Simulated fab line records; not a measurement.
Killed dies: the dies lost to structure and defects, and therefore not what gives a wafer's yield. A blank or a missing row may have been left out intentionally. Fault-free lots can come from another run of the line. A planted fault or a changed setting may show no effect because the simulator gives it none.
Which of the tools did it?    flow ritCmos    45 wafers from 15 lots sampled at 3 of the route's 202 steps

WHAT THE GAUGES SHOWED, per wafer
RIT_FOX2_THK_MEAS_01.
lot   measured     on            FOX2_OXIDE_THK (nm)
L492  day 1 18:46  filmMetro-02  353 356 353
L493  day 2 02:29  filmMetro-03  351 343 357
L494  day 2 08:07  filmMetro-02  357 357 362
L495  day 2 16:20  filmMetro-04  353 358 358
L496  day 2 22:04  filmMetro-04  344 346 336
L497  day 3 03:04  filmMetro-04  352 350 348
L498  day 3 06:39  filmMetro-03  357 352 358
L499  day 3 12:12  filmMetro-03  353 357 353
L500  day 3 14:14  filmMetro-04  355 352 352
L502  day 4 05:48  filmMetro-02  352 350 352
L503  day 4 08:35  filmMetro-02  364 356 359
L505  day 4 17:38  filmMetro-02  342 347 345
L507  day 5 01:07  filmMetro-04  340 340 339
L512  day 5 23:33  filmMetro-03  352 358 357
L514  day 6 10:20  filmMetro-04  351 346 351

RIT_PRETRO_TW_MEAS_10.
lot   measured     on            PRETRO_TW
L492  day 2 07:56  filmMetro-04  475 480 477
L493  day 2 17:09  filmMetro-04  477 479 477
L494  day 3 00:09  filmMetro-01  471 471 471
L495  day 3 06:43  filmMetro-04  480 479 478
L496  day 3 12:37  filmMetro-02  477 477 480
L497  day 3 16:40  filmMetro-01  471 471 470
L498  day 3 20:48  filmMetro-02  476 477 477
L499  day 4 02:19  filmMetro-01  470 470 471
L500  day 4 05:38  filmMetro-04  475 476 480
L502  day 4 18:41  filmMetro-01  472 469 473
L503  day 4 21:55  filmMetro-02  473 476 476
L505  day 5 07:19  filmMetro-04  477 475 474
L507  day 5 14:34  filmMetro-01  473 474 474
L512  day 6 13:13  filmMetro-04  475 477 476
L514  day 6 23:27  filmMetro-01  472 471 472

WHAT TOOL EACH LOT RAN ON (gives the tool, then ch and the chambers of the sampled wafers, and finally the start)
lot   RIT_PRETRO_STRIP_09
L492  plasmaAsher-03 ch 0,1, day 2 07:46
L493  plasmaAsher-03 ch 0,1, day 2 16:58
L494  plasmaAsher-01 ch 0,1, day 2 23:59
L495  plasmaAsher-02 ch 0,1, day 3 06:34
L496  plasmaAsher-01 ch 0,1, day 3 12:26
L497  plasmaAsher-03 ch 0,1, day 3 16:32
L498  plasmaAsher-03 ch 0,1, day 3 20:37
L499  plasmaAsher-03 ch 0,1, day 4 02:08
L500  plasmaAsher-03 ch 1, day 4 05:26
L502  plasmaAsher-02 ch 0,1, day 4 18:33
L503  plasmaAsher-03 ch 0,1, day 4 21:44
L505  plasmaAsher-03 ch 0,1, day 5 07:08
L507  plasmaAsher-02 ch 0,1, day 5 14:23
L512  plasmaAsher-03 ch 0,1, day 6 13:05
L514  plasmaAsher-03 ch 0,1, day 6 23:17
- RIT_PRETRO_STRIP_09: strips in O2, time 180 s.

AS READ BY THE TOOLS THEMSELVES (means over the sampled wafers that have a number; for cases with no such wafer, the mark the record gives instead)
RIT_PRETRO_STRIP_09.
lot   tool            drypumpMotorCurrentA (A)
L492  plasmaAsher-03  5.52
L493  plasmaAsher-03  5.63
L494  plasmaAsher-01  5.95
L495  plasmaAsher-02  5.85
L496  plasmaAsher-01  5.95
L497  plasmaAsher-03  5.62
L498  plasmaAsher-03  5.49
L499  plasmaAsher-03  5.64
L500  plasmaAsher-03  5.75
L502  plasmaAsher-02  5.85
L503  plasmaAsher-03  5.61
L505  plasmaAsher-03  5.62
L507  plasmaAsher-02  5.85
L512  plasmaAsher-03  5.64
L514  plasmaAsher-03  5.63

THE ANSWER, worked out from the rows above alone
Rule: usual is defined by the lots themselves. Put in order of their means at a reading, lots are off if they are a third of the lots or fewer, leave a main group of 4 or more, and stand apart from it by a gap of 3 or more times the standard deviation of the main group's means; of several such gaps the widest counts. A main group whose means are all the same, to the digits that the tables above print for the reading, isn't used. Also off: a lot with no number at a reading for which 4 or more lots have one. The other lots that the step has rows for count as sound. The gauges are gone through in route order, then the tools' own readings, and for those a lot's mean is taken as printed above. The first step at which some lot is off is used, and at that step the reading that is off furthest; a lot without a number counts as furthest.
No lot is off at any reading shown: from this, nothing can be told.

WHAT HAD BEEN PUT IN BY THE SIMULATOR
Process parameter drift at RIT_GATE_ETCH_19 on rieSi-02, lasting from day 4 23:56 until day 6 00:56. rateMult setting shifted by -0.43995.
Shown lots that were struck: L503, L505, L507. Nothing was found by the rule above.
